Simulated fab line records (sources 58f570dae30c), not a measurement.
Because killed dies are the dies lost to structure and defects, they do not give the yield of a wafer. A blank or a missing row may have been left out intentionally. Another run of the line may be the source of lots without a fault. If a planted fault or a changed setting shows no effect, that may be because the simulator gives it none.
Matching of chambers	flow berkeley_cmos170	UCB170_GATE_ETCH_15 on rie_si-02: 4 sister chambers
The step etches poly-Si in HBr/Cl2, stops on SiO2, time 56.3 s, target depth 278.2 nm. 8 wafers are shown with their chamber, then 7 later ones without.

## WAFERS PAIRED WITH THEIR CHAMBERS
wafer	chamber	throttle_valve_pct (%)	drypump_motor_current_A (A)
L500.3	1	26.91	5.9
L498.4	0	26.52	6.3
L498.5	3	26.16	5.9
L502.3	0	26.53	6.4
L502.4	2	26.09	5.5
L502.6	2	26.09	5.5
L503.1	3	26.15	5.8
L503.4	1	26.91	5.9

## WAFERS WITHOUT THEIR CHAMBER
wafer	throttle_valve_pct (%)	drypump_motor_current_A (A)
L503.5	26.16	5.8
L508.1	26.91	5.9
L508.2	26.09	5.5
L508.6	26.91	5.9
L512.1	26.92	5.9
L512.3	26.14	5.9
L512.4	26.60	6.4

## WHICH CHAMBER EACH WENT THROUGH
wafer	from the rows above	in truth
L503.5	3	3
L508.1	1	1
L508.2	2	2
L508.6	1	1
L512.1	1	1
L512.3	3	3
L512.4	0	0
Correct placement for 7 of the 7. Number that these rows cannot place: 0. 0 placed wrongly.
How it was worked out, from the rows above alone: a wafer's distance from a chamber is the root of the sum, over the readings, of the square of ((its reading less the chamber's mean) divided by the reading's scatter). The wafer belongs to the nearest chamber; if the next one is less than 2 further off, it can't be placed. Each chamber's mean is taken over the wafers shown for it. The scatter is the square root of a quotient: the sum, over the shown wafers, of each reading's squared deviation from its chamber's mean, divided by wafers minus chambers.
